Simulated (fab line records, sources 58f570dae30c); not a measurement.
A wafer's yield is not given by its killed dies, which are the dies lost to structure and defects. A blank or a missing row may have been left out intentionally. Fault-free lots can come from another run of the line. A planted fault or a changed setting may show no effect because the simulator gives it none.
What tool caused it? ; flow berkeleyCmos170 ; Sampling: 7 lots, 20 wafers, 2 of 331 route steps

## WHAT THE GAUGES SHOWED, per wafer
UCB170_V2_OVL_MEAS_13.
lot;measured;on;V2_OVL (nm)
L189;day 8 11:20;overlay-02;6 9 5
L194;day 9 03:40;overlay-01;8 2 7
L195;day 9 14:15;overlay-01;-4 2 -2
L196;day 9 14:36;overlay-02;-8 -2 -5
L203;day 11 01:04;overlay-02;-8 -15 -9
L202;day 11 03:13;overlay-01;-3 2
L209;day 11 21:34;overlay-01;7 10 13

## WHICH TOOL RAN EACH LOT (tool, then ch and the chambers of the sampled wafers, then the start)
lot;UCB170_V1_STRIP_15
L189;plasmaAsher-02 ch 0,1, day 8 04:43
L194;plasmaAsher-01 ch 0,1, day 8 22:09
L195;plasmaAsher-03 ch 0,1, day 9 06:46
L196;plasmaAsher-01 ch 0,1, day 9 07:11
L203;plasmaAsher-02 ch 0,1, day 10 19:10
L202;plasmaAsher-01 ch 0, day 10 21:04
L209;plasmaAsher-03 ch 0,1, day 11 16:02
- UCB170_V1_STRIP_15: strips in O2.

## THE ANSWER, worked out from the rows above alone
Rule: the lots themselves supply what counts as usual. The widest of any qualifying gaps counts: lots, ordered by their means at a reading, are off when they make up no more than a third of the lots, leave a main group of 4 or more, and stand apart from it by 3 or more times the standard deviation of that group's means. Not used: any main group whose means are identical at the precision the tables above print for the reading. A lot without any number at a reading at which 4 lots or more have one is off too. Where the step has rows for the other lots, those lots are counted as sound.
No lot is off at any reading shown: from this, nothing can be told.

## WHAT THE SIMULATOR PUT IN
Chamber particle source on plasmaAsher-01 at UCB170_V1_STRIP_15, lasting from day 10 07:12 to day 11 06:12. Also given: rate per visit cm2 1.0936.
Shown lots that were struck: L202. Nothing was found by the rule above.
